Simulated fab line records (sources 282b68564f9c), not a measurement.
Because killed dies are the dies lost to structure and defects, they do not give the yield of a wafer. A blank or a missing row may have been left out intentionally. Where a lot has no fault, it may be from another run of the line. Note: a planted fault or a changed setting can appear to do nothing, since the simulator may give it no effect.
Problem report in the 8D (eight disciplines) form, filled by code	flow rit-cmos	the parts of the form that need people (team, actions taken, sign-off) are left out

## 1. PROBLEM STATEMENT
Across 6 wafers from 2 lots, NRETRO_TW at RIT_NRETRO_TW_MEAS_10 averages 994, while fault-free wafers read 1053 with a standard deviation of 9.7. That is -6.0 standard deviations from the usual mean.
Seen first at day 5 03:40 on film-metro-02, wafer L993.3. The record holds 42 wafers of 14 lots with a number at this step. Rule for "out" (also "out of limits"): further than 4 standard deviations from the usual mean. The rest of the wafers with a number are treated as sound.

## 2. WHAT IT IS; WHAT IT IS NOT
question	is	is not
which readings at this step	NRETRO_TW	-
which lots	L993, L995	L100, L102, L979, L981, L982, L984, L985, L986, L987, L991, L997, L998
which wafers of those lots	all that have a number	-
read on which gauges	film-metro-02, film-metro-03	film-metro-01
when	from day 5 03:40	up to then (24 sound wafers); but 12 sound wafers of L100, L102, L997, L998 came after

## 3. SUSPECTS, AND WHAT RULES EACH OUT
Counting: a tool at any process step up to the reading remains a suspect when it ran all the lots that are out and ran no sound lot after the first of those.
- the gauge at RIT_NRETRO_TW_MEAS_10 has been ruled out. Those wafers that are out were read across 2 gauges (film-metro-02, film-metro-03).
- implanter-03 at RIT_NRETRO_IMPLANT_08: kept. It ran every lot that is out, first L993 (day 5 03:22), and no sound lot after that; its last sound lot up to then is L984 (day 3 06:31). Its own dose-ions-cm2, faraday-current-uA readings are out on those wafers.
After counting, what remains is implanter-03 at RIT_NRETRO_IMPLANT_08.

## 4. THE CAUSE (what the simulator had put in)
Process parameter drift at RIT_NRETRO_IMPLANT_08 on implanter-03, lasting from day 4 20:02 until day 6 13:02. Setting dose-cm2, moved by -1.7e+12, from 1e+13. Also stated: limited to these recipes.
After counting, this tool was the only one left.

## 5. SEQUENCE OF EFFECTS, ordered by route
One row per reading whose mean, taken over the struck wafers that have a number, lies over 3 standard deviations from the usual. Only readings for which the record gives a usual standard deviation are gone through. hours: the time from each lot's start at the first step in this table that gives one to its start at this step, as a median over the lots. sigmas: the change in usual standard deviations.
hours	step	reading	usual	on struck wafers	change	sigmas
0	RIT_NRETRO_IMPLANT_08	dose-ions-cm2	1e+13	8e+12	-2e+12	-99 or more
0	RIT_NRETRO_IMPLANT_08	faraday-current-uA	31.7	26.6	-5.1	-7.9
0	RIT_NRETRO_TW_MEAS_10	NRETRO_TW	1053	994	-59	-6.0
The process steps in it:
- RIT_NRETRO_IMPLANT_08

## 6. WHAT WOULD HAVE CAUGHT IT SOONER
Counted from the fault's start at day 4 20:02, it took 8 hours until the first out-of-limits reading at a measuring or inspecting step in this record, taken at day 5 03:40.
Tool's own readings at RIT_NRETRO_IMPLANT_08, dose-ions-cm2, faraday-current-uA: out on all struck wafers the step has rows for; an alarm limit on them would have tripped on the first.
Among the 2 lots that are out, L995 began RIT_NRETRO_IMPLANT_08 on implanter-03 after day 5 03:40. Putting the tool on hold at that point would have spared it.
